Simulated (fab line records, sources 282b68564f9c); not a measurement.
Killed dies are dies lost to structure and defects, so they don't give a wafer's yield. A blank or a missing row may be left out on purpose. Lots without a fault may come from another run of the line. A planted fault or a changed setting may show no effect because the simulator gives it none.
A struck lot beside a sound one | flow rit_cmos | 14 steps out of a route of 202
Sound: wafers L748.1, L748.2, L748.3. Struck: wafers L742.1, L742.2, L742.6. The cause comes at the end.
At each step with rows: each side's tool, then ch and its chambers, then its first start. Under that, the readings that differ: sound wafers | struck wafers | difference of the means | sigmas: that difference in standard deviations of wafers without a fault.
alike: readings whose means differ by less than 2 such deviations, and words and numbers that are the same on both sides. not compared: withheld readings, readings that some wafer has no value for, bounds like >300 that may hide the same value, and numbers for which the record gives no deviation and whose values overlap.
The two part at a step that has a row with sigmas, a row that says differs or no value, or rows on one side only. Numbers that don't overlap but have no deviation are shown without sigmas and don't part them. A reading that every wafer of one side lacks parts them only if that side has two wafers or more.

RIT_SILICIDE_SPUTTER_01: material Ti, target thk 30 nm, time 240 s.
  sound on pvd_sputter-04, day 7 16:31; struck on pvd_sputter-01, day 6 18:06
  alike: throttle_valve_pct
RIT_SILICIDE_RS_MEAS_02: measures by four-point-probe.
  sound on film_metro-04, day 7 16:40; struck on film_metro-04, day 6 18:15
  alike: SILICIDE_TI_RS
RIT_SILICIDE_THK_MEAS_03: measures by xrf.
  sound on film_metro-04, day 7 16:47; struck on film_metro-04, day 6 18:22
  alike: SILICIDE_TI_THK
RIT_SILICIDE_RTA_04: time 10 s, ramp up 5 s, ramp down 5 s.
  sound on rtp_anneal-02 ch 0, day 7 16:51; struck on rtp_anneal-01 ch 0, day 6 18:26
  alike: anneal_temp_c_max, wafer_temp_C_max
then, 1 step without rows for these wafers: RIT_SILICIDE_WET_ETCH_05 (etches Ti in SPM, time 120 s).
RIT_SILICIDE_RTA_06: time 10 s, ramp up 5 s, ramp down 10 s.
  sound on rtp_anneal-01 ch 0, day 7 16:57; struck on rtp_anneal-02 ch 0, day 6 18:32
  alike: anneal_temp_c_max, wafer_temp_C_max
RIT_CONTACT_CVD_00: deposits SiO2 from TEOS, target thk 400 nm, time 61 s.
  sound on pecvd-03 ch 1,2, day 7 17:01; struck on pecvd-01 ch 0,2, day 6 18:36
  alike: heater_power_w
RIT_CONTACT_THK_MEAS_01:
  sound on film_metro-04, day 7 17:06; struck on film_metro-01, day 6 18:39
  alike: CONTACT_TEOS_THK
then, 4 steps without rows for these wafers: RIT_CONTACT_HMDS_02 (prime time 60 s); RIT_CONTACT_COAT_03 (resist thk 1000 nm); RIT_CONTACT_SOFTBAKE_04 (time 60 s); RIT_CONTACT_EXPOSE_05 (exposes mask M11, target cd 1000 nm).
RIT_CONTACT_PEB_06:
  sound on litho_track-04 ch 0, day 7 17:47; struck on litho_track-01, day 6 19:40
  reading         | sound          | struck | difference                    | sigmas
  exhaust_pa (Pa) | 44.7 46.4 45.2 | - - -  | no value on the struck wafers |
  not compared: chill_plate_temp_C
then, 1 step without rows for these wafers: RIT_CONTACT_DEVELOP_07 (develop time 120 s).

WHERE THEY PART
Only at RIT_CONTACT_PEB_06, within this record.

WHY: what the simulator had put in
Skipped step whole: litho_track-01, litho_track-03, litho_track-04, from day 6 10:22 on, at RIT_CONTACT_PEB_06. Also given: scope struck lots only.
